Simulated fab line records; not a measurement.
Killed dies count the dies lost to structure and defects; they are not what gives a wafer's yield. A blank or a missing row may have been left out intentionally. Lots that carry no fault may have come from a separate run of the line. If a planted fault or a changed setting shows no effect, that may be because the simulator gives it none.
Which tool is to blame? -- flow berkeleyCmos170 -- Sampling: 7 lots, 21 wafers, 4 of 331 route steps

WHAT EACH GAUGE READ, for each wafer
UCB170_PSD_TW_MEAS_10.
lot,measured,on,PSD_TW
L265,day 6 23:06,filmMetro-03,2327 2322 2318
L270,day 8 09:37,filmMetro-01,1401 1395 1393
L272,day 8 19:48,filmMetro-03,1376 1377 1384
L273,day 8 20:11,filmMetro-03,2330 2321 2326
L277,day 10 01:35,filmMetro-02,2359 2348 2350
L284,day 11 08:40,filmMetro-01,2321 2325 2319
L285,day 11 16:12,filmMetro-02,2344 2345 2345

EACH LOT AND THE TOOL THAT RAN IT (in order: tool; ch and the chambers of the sampled wafers; start)
lot,UCB170_NLDD_STRIP_10,UCB170_PSD_IMPLANT_08,UCB170_PSD_STRIP_09
L265,"plasmaAsher-02 ch 0,1, day 6 16:07","implanter-03 ch 0, day 6 22:52","plasmaAsher-03 ch 0,1, day 6 23:00"
L270,"plasmaAsher-01 ch 0,1, day 8 03:16","implanter-03 ch 0, day 8 09:23","plasmaAsher-02 ch 0,1, day 8 09:30"
L272,"plasmaAsher-02 ch 0,1, day 8 12:53","implanter-03 ch 0, day 8 19:33","plasmaAsher-03 ch 0,1, day 8 19:42"
L273,"plasmaAsher-04 ch 0,1, day 8 13:17","implanter-02 ch 0, day 8 19:58","plasmaAsher-01 ch 0,1, day 8 20:05"
L277,"plasmaAsher-01 ch 0,1, day 9 17:17","implanter-04 ch 0, day 10 01:20","plasmaAsher-02 ch 0,1, day 10 01:29"
L284,"plasmaAsher-01 ch 0,1, day 11 00:41","implanter-04 ch 0, day 11 08:26","plasmaAsher-01 ch 0,1, day 11 08:35"
L285,"plasmaAsher-04 ch 0,1, day 11 09:20","implanter-02 ch 0, day 11 15:59","plasmaAsher-01 ch 0,1, day 11 16:06"
- UCB170_NLDD_STRIP_10: strips in O2.
- UCB170_PSD_IMPLANT_08
- UCB170_PSD_STRIP_09: strips in O2.

THE ANSWER, worked out from the rows above alone
Rule: the usual values come from the lots themselves. Put in order of their means at a reading, lots are off if they are a third of the lots or fewer, leave a main group of 4 or more, and stand apart from it by a gap of 3 or more times the standard deviation of the main group's means; of several such gaps the widest counts. If all means in a main group match to the digits the tables above print for the reading, that group is not used. Also off: a lot with no number at a reading for which 4 or more lots have one. Where the step has rows for the other lots, those lots are counted as sound.
Off: L270, L272, at UCB170_PSD_TW_MEAS_10 (PSD_TW). Main group: mean 2333, sd 13.
If a tool, at a process step before that reading, ran all the lots that are off and no sound lot after the first of them, it fits. The gauges at UCB170_PSD_TW_MEAS_10 are tried like those tools. One candidate fits, namely implanter-03 at UCB170_PSD_IMPLANT_08. A fault onset in the window from L265 (day 6 22:52, its last sound lot) to L270 (day 8 09:23, its first lot off) fits.

WHAT THE SIMULATOR PUT IN
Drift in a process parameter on implanter-03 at UCB170_PSD_IMPLANT_08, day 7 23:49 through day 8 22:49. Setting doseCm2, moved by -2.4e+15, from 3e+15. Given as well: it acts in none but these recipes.
Struck lots among those shown: L270, L272. The rule given above showed the same thing.
